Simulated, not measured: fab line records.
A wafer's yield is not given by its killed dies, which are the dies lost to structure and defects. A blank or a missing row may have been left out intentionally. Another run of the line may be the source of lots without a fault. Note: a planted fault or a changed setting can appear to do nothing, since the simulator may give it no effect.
fab line records | flow rit-cmos
record lots=5 wafers=15 last-day=7
route steps=202 shown GATE@77 FOX2@80 M1@202
lots untouched by any fault: they come from a run of this same line in which no faults occurred
start-h: the number of hours between the record's first day and the start of the first shown wafer of the lot | wait-h: time in hours since the lot's previous step | " unchanged from the row above | L1.1+2: a row that stands for several wafers | - value missing, or start not given | * or withheld: withheld | < > ~ a bound
route shown NAME@n: names a module that has steps shown in the file, with the first one's number in the route | usual: the fault-free wafers' mean and standard deviation | same: alike in all rows | chamber/n: place in a boat | sites: each site's reading | _std_site: how widely they spread, as a standard deviation | _edge_site: mean of outer sites minus mean of inner sites | radius-mm: how far each site lies from the wafer's centre | mask NAME#n: copy n | behind: the most recent tool/chamber to have shaped the wafer | hold: reason for holding the lot/hours on hold/outcome of the hold | device: names the non-switching transistor (n, p or np) | end of line: tests run on the same wafers once the route is complete | a step with no rows: only its recipe | killed: the dies lost at the first sort to structure and to defects; this is not the yield of the wafer | map: dies across one wafer; x = killed, . = not, _ = none there
set.NAME: the setting that was run; set.NAME@STEP: the one run at that earlier step | model.NAME: the simulator's own value behind a step, which no gauge read
certain route steps with their lots: each step a table, each wafer a row
services: from which hour (start-h, from the record's first day; less than 0 if before it) a tool's chamber was out of use, for how many hours, and why
## steps
# step RIT_GATE_CLEAN_02
# recipe chemistry=dHF dilution=50:1 time-s=30
# step RIT_GATE_CLEAN_03
# recipe chemistry=SC2 mix=3:3:50 time-s=600 temp-c=75 dry=n2-spin
# step RIT_GATE_CLEAN_04
# recipe chemistry=dHF dilution=50:1 time-s=60 dry=n2-spin
# step RIT_FOX2_THK_MEAS_91
# recipe reads=SiO2_of_FOX2_OXIDATION_00
# usual FIELD_OXIDE_LEFT_2_THK=255/6.3
# columns lot.wafer tool chamber start-h wait-h FIELD_OXIDE_LEFT_2_THK[nm]
L688.3 film-metro-01 - 56.54 0.0 253
L688.5 " - " " 257
L688.6 " - " " 253
L689.4 film-metro-01 - 62.16 0.0 252
L689.5 " - " " 252
L689.6 " - " " 252
L690.3 film-metro-01 - 66.49 0.0 254
L690.5 " - " " 252
L690.6 " - " " 252
L702.1 film-metro-01 - 127.16 0.0 262
L702.2 " - " " 259
L702.4 " - " " 258
L703.3 film-metro-03 - 131.90 0.0 246
L703.4 " - " " 243
L703.5 " - " " 246
# step RIT_GATE_OXIDATION_05
# recipe temp-c=900 ambient=O2 target-thk-a=30 ox-time-s=270
# step RIT_GATE_ANNEAL_06
# recipe temp-c=900 time-s=600 ambient=N2O
# step RIT_GATE_THK_MEAS_07
# recipe reads=SiO2_of_GATE_OXIDATION_05
# usual GATE_OXIDE_THK=3.03/0.06
# columns lot.wafer tool chamber start-h wait-h GATE_OXIDE_THK[nm]
L688.3 film-metro-03 - 58.36 0.0 3.01
L688.5 " - " " 2.97
L688.6 " - " " 3.15
L689.4 film-metro-02 - 63.54 0.0 3.09
L689.5 " - " " 2.99
L689.6 " - " " 3.02
L690.3 film-metro-02 - 67.88 0.0 2.92
L690.5 " - " " 2.99
L690.6 " - " " 2.97
L702.1 film-metro-01 - 128.55 0.0 3.07
L702.2 " - " " 3.09
L702.4 " - " " 3.03
L703.3 film-metro-03 - 133.92 0.0 3.08
L703.4 " - " " 3.03
L703.5 " - " " 2.98
# step RIT_GATE_CVD_08
# recipe material=poly-Si target-thk-nm=250 temp-c=610 precursor=SiH4 time-s=2220 pressure-mtorr=300 sih4-flow-sccm=96.44
# step RIT_GATE_THK_MEAS_09
# recipe reads=poly-Si_of_GATE_CVD_08
# usual GATE_POLY_THK=240.5/2.4
# columns lot.wafer tool chamber start-h wait-h GATE_POLY_THK[nm]
L688.3 film-metro-01 - 60.04 0.0 242.9
L688.5 " - " " 244.0
L688.6 " - " " 241.2
L689.4 film-metro-02 - 66.69 0.0 242.1
L689.5 " - " " 244.7
L689.6 " - " " 243.9
L690.3 film-metro-03 - 69.55 0.0 240.7
L690.5 " - " " 238.9
L690.6 " - " " 243.1
L702.1 film-metro-01 - 130.22 0.0 241.5
L702.2 " - " " 240.1
L702.4 " - " " 240.2
L703.3 film-metro-01 - 135.60 0.0 237.5
L703.4 " - " " 238.9
L703.5 " - " " 238.8
# step RIT_GATE_HMDS_10
# recipe prime-time-s=60 prime-temp-c=140
# step RIT_GATE_COAT_11
# recipe resist=NOVOLAK spin-rpm=4250 resist-thk-nm=850
# step RIT_GATE_SOFTBAKE_12
# recipe resist=NOVOLAK temp-c=90 time-s=60
# step RIT_GATE_EXPOSE_13
# recipe mask-id=M6 na=0.6 source-shape=conventional sigma-outer=0.6 target-cd-nm=150 dose-mj=387.8
# columns lot.wafer tool chamber start-h wait-h mask
L688.3+5+6 iline-stepper-02 0 60.72 0.1 M6#0
L689.4+5+6 iline-stepper-01 0 67.36 0.2 M6#0
L690.3+5+6 iline-stepper-01 0 70.08 0.1 M6_R1#0
L702.1+2+4 iline-stepper-02 0 130.73 0.1 M6#0
L703.3+4+5 iline-stepper-02 0 136.13 0.1 M6#0
# step RIT_GATE_PEB_14
# recipe resist=NOVOLAK temp-c=withheld time-s=withheld
# step RIT_GATE_DEVELOP_15
# recipe resist=NOVOLAK develop-time-s=50 dev-temp-c=23
# step RIT_GATE_CD_MEAS_16
# recipe target-cd-nm=150
# usual cd-nm=149.2/2.3
# columns lot.wafer tool chamber start-h wait-h cd-nm
L688.3 cd-sem-02 - 61.12 - 147.1
L688.5 " - " " 150.6
L688.6 " - " " 147.6
L689.4 cd-sem-02 - 67.77 - 144.6
L689.5 " - " " 145.9
L689.6 " - " " 147.1
L690.3 cd-sem-02 - 70.48 - 128.4
L690.5 " - " " 129.2
L690.6 " - " " 133.4
L702.1 cd-sem-02 - 131.13 - 148.6
L702.2 " - " " 147.7
L702.4 " - " " 147.6
L703.3 cd-sem-01 - 136.53 - 150.9
L703.4 " - " " 149.4
L703.5 " - " " 148.4
# step RIT_GATE_OVL_MEAS_17
# usual GATE_OVL=0.6/1.4
# columns lot.wafer tool chamber start-h wait-h GATE_OVL[nm]
L688.3 overlay-02 - 61.21 0.1 0.9
L688.5 " - " " 1.9
L688.6 " - " " 1.6
L689.4 overlay-02 - 67.85 0.1 0.4
L689.5 " - " " 0.7
L689.6 " - " " 0.6
L690.3 overlay-01 - 70.58 0.1 0.6
L690.5 " - " " 1.8
L690.6 " - " " 1.9
L702.1 overlay-01 - 131.25 0.1 -0.1
L702.2 " - " " -2.1
L702.4 " - " " -1.5
L703.3 overlay-01 - 136.62 0.1 1.5
L703.4 " - " " 0.2
L703.5 " - " " 1.4
# step RIT_GATE_HARDBAKE_18
# recipe resist=NOVOLAK temp-c=140 time-s=60
# step RIT_GATE_ETCH_19
# recipe chemistry=SF6/CHF3/O2 time-s=165 SF6_flow_sccm=30 CHF3_flow_sccm=30 O2_flow_sccm=5 target=poly-Si pressure-mtorr=40 rf-w=160 target-depth-a=3125 over-etch-frac=0.25 stop-on=SiO2
# usual O2_flow_sccm=4.998/0.016 chamber-pressure-mTorr=40.00/0.035 drypump-motor-current-A=5.6/0.53 oes-product-au=0.818/0.015 throttle-valve-pct=10.20/0.11
# columns lot.wafer tool chamber start-h wait-h O2_flow_sccm chamber-pressure-mTorr drypump-motor-current-A oes-product-au rf-hours-counter-h throttle-valve-pct model.GATE.cd-nm
L688.3 rie-si-01 1 61.38 0.1 4.979 40.01 5.8 0.813 29 10.18 147.3
L688.5 " 1 " " 4.990 39.99 5.8 0.807 - 10.19 150.7
L688.6 " 2 " " 5.016 40.03 5.8 0.836 - 10.16 148
L689.4 rie-si-02 3 68.02 0.1 5.018 40.10 5.7 0.820 138 10.26 144.7
L689.5 " 2 " " 4.991 39.95 6.7 0.848 - 10.51 145.9
L689.6 " 1 " " 4.993 40.05 5.0 0.821 - 10.15 147
L690.3 rie-si-01 0 70.75 0.1 4.984 40.00 4.7 0.817 3 10.10 128.4
L690.5 " 3 " " 5.015 40.03 5.6 0.796 - 10.27 129.3
L690.6 " 2 " " 4.980 39.98 5.8 0.847 - 10.16 133.4
L702.1 rie-si-01 0 131.44 0.1 4.994 39.94 4.7 0.820 4 10.09 148.7
L702.2 " 2 " " 5.017 39.98 5.8 0.838 4 10.15 147.7
L702.4 " 3 " " 4.976 39.96 5.5 0.814 1 10.26 147.2
L703.3 rie-si-02 1 136.80 0.1 4.980 40.01 5.0 0.817 26 10.15 150.9
L703.4 " 0 " " 4.998 39.97 5.6 0.801 123 10.10 149.3
L703.5 " 0 " " 4.992 40.03 5.6 0.803 - 10.09 148.8
# step RIT_GATE_STRIP_20
# recipe chemistry=O2 time-s=180 resist=NOVOLAK platen-temp-c=withheld power-w=500 pressure-mtorr=4000 o2-flow-sccm=4000
# usual chamber-pressure-mTorr=4000/4.1 drypump-motor-current-A=5.5/0.6 rf-refl-power-W=5.6/0.83
# columns lot.wafer tool chamber start-h wait-h chamber-pressure-mTorr drypump-motor-current-A rf-hours-counter-h rf-refl-power-W
L688.3 plasma-asher-02 0 61.55 0.1 3996 5.1 - 5.5
L688.5 " 0 " " 3996 5.1 - 5.3
L688.6 " 1 " " 4000 4.9 - 5.3
L689.4 plasma-asher-02 0 68.18 0.1 3999 5.1 - 5.6
L689.5 " 1 " " 4000 4.9 - 5.0
L689.6 " 0 " " 4007 5.1 - 5.5
L690.3 plasma-asher-04 0 70.92 0.1 4000 5.9 - 4.2
L690.5 " 1 " " 3995 6.4 - 8.1
L690.6 " 0 " " 4003 5.9 - 4.0
L702.1 plasma-asher-02 0 131.55 0.1 4001 5.1 35 5.6
L702.2 " 1 " " 4000 4.9 35 5.3
L702.4 " 1 " " 3995 4.9 - 5.0
L703.3 plasma-asher-01 1 136.96 0.1 4006 5.2 - 5.1
L703.4 " 0 " " 4006 6.4 - 6.9
L703.5 " 0 " " 4001 6.4 - 6.5
# step RIT_M1_PROBE_99
# columns lot.wafer tool chamber start-h wait-h model.etest.pmos_0p3.r-on-ohm-um model.etest.pmos_0p15.r-on-ohm-um model.etest.pmos-turned.r-on-ohm-um model.etest.nmos_0p15.r-on-ohm-um model.etest.nmos_0p3.r-on-ohm-um model.etest.nmos_0p15.drive-ua-um model.etest.pmos_0p15.drive-ua-um model.etest.nmos-turned.drive-ua-um
L688.3 prober-02 - 82.61 0.2 6189 2705 3312 1086 2144 487.9 263.8 355.7
L688.5 prober-02 - 82.71 0.2 6211 2778 3376 1099 2131 480.7 258.4 341.2
L688.6 prober-02 - 82.76 0.2 6316 2727 3340 1093 2152 483 260.3 355.9
L689.4 prober-01 - 88.95 0.2 6416 2716 3345 1065 2122 488.3 260.9 348
L689.5 prober-01 - 89.00 0.2 6431 2798 3487 1112 2162 479.5 254.9 333
L689.6 prober-01 - 89.05 0.2 6376 2777 3429 1083 2138 481.1 252.2 337.4
L690.3 prober-02 - 91.49 0.2 5538 2157 2729 907.2 1901 598.6 339.3 414.2
L690.5 prober-02 - 91.59 0.2 5598 2228 2798 925.7 1932 584.8 329.2 404.5
L690.6 prober-02 - 91.64 0.2 5697 2327 2921 998.4 1990 563 314.6 387
L702.1 prober-02 - 151.47 0.1 6183 2717 3350 1115 2126 471.1 260.7 339.6
L702.2 prober-02 - 151.52 0.1 6194 2654 3239 1085 2124 476.7 263.1 345.8
L702.4 prober-02 - 151.62 0.2 6347 2738 3365 1124 2169 477 256.8 336.2
L703.3 prober-01 - 156.98 0.2 6475 2881 3474 1116 2149 469.7 243.6 344
L703.4 prober-01 - 157.03 0.2 6317 2816 3434 1092 2130 478.9 253.1 346.3
L703.5 prober-01 - 157.08 0.2 6186 2736 3370 1050 2070 484.5 254.5 346
# killed by level:class
L688.3 GATE:geometric-particle:open=2 FOX1:geometric-particle:open=1 GATE:geometric-particle:short=1 REOX:geometric-particle:open=1 REOX:geometric-particle:short=1 SPACER:geometric-particle:open=1
L688.5 FOX2:geometric-particle:open=1 GATE:geometric-particle:open=1 GATE:geometric-particle:short=1 REOX:geometric-particle:short=1
L688.6 GATE:geometric-particle:short=2 ACTIVE:geometric-particle:open=1 SPACER:geometric-particle:short=1
L689.4 FOX2:geometric-particle:open=1 FOX2:geometric-particle:short=1 REOX:geometric-particle:short=1 SILICIDE:geometric-particle:open=1 SILICIDE:geometric-particle:short=1
L689.5 FOX2:geometric-particle:short=1 GATE:geometric-particle:short=1 REOX:geometric-particle:open=1 SILICIDE:geometric-particle:open=1
L689.6 SILICIDE:geometric-particle:short=2 GATE:geometric-particle:open=1 REOX:geometric-particle:open=1
L702.1 FOX1:geometric-particle:open=2 GATE:geometric-particle:short=2 FOX1:geometric-particle:short=1 REOX:geometric-particle:short=1 SPACER:geometric-particle:open=1 SILICIDE:geometric-particle:open=1
L702.2 GATE:geometric-particle:short=3 FOX1:geometric-particle:open=2 GATE:geometric-particle:open=2 FOX1:geometric-particle:short=1 SPACER:geometric-particle:short=1 SPACER:geometric-particle:open=1 SILICIDE:geometric-particle:open=1
L702.4 GATE:geometric-particle:open=2 SPACER:geometric-particle:short=2 GATE:geometric-particle:short=1 REOX:geometric-particle:short=1 SPACER:geometric-particle:open=1
L703.3 GATE:geometric-particle:open=3 FOX1:geometric-particle:open=1 REOX:geometric-particle:open=1 SILICIDE:geometric-particle:open=1 STARTING-WAFER:geometric-particle:short=1
L703.4 GATE:geometric-particle:open=5 GATE:geometric-particle:short=4 FOX1:geometric-particle:open=1 SILICIDE:geometric-particle:short=1 SILICIDE:geometric-particle:open=1
L703.5 FOX1:geometric-particle:open=2 GATE:geometric-particle:open=2 REOX:geometric-particle:open=2 FOX1:geometric-particle:short=1 GATE:geometric-particle:short=1 SPACER:geometric-particle:short=1 M1:geometric-particle:short=1
## services
# columns tool chamber start-h hours kind
iline-stepper-02 - 43.42 1.7 pm
rie-si-02 0 91.42 6.4 repair
plasma-asher-02 - 106.27 1.4 repair
plasma-asher-01 - 108.75 9.0 pm
plasma-asher-01 0 108.75 9.0 vent-cycle
plasma-asher-01 1 108.75 9.0 vent-cycle
rie-si-01 3 117.47 3.6 repair
plasma-asher-01 0 117.75 - clean
plasma-asher-01 1 117.75 - clean
rie-si-02 - 120.21 0.2 repair
rie-si-02 2 120.96 7.2 repair
iline-stepper-01 - 132.14 9.0 repair
iline-stepper-01 - 136.94 1.6 repair
## key
first-sign step=RIT_GATE_EXPOSE_13 reading=mask direction=changed
effect step=RIT_GATE_CD_MEAS_16 reading=cd-nm direction=down sigmas=8.2 usual=149.2 struck=130.3
model-effect step=RIT_GATE_ETCH_19 value=GATE.cd-nm without=152.4 struck=130.4
model-effect step=RIT_M1_PROBE_99 value=etest.pmos_0p3.r-on-ohm-um without=6108 struck=5611
met-at RIT_GATE_EXPOSE_13
struck-wafers L690.3,L690.5,L690.6
sort-left-out L690.3,L690.5,L690.6
tester-left-out L690
onset-between 67.36 70.08
fault kind=wrong-mask tool=any chamber=- onset-h=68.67 steps=RIT_GATE_EXPOSE_13 aux-copy=M6_R1#0 cd-offset-nm=-22 scope=struck-lots-only
# tester-left-out: of these lots the tester's yield and bins aren't shown, on N5 and GAA mostly nor the transistor test; their killed dies are dies lost to structure and defects alone, not to doping, threshold or leakage, so they don't give the yield
# sort-left-out: the simulated sort isn't trusted on such a fault, so these wafers' sort isn't shown, and their yield isn't known
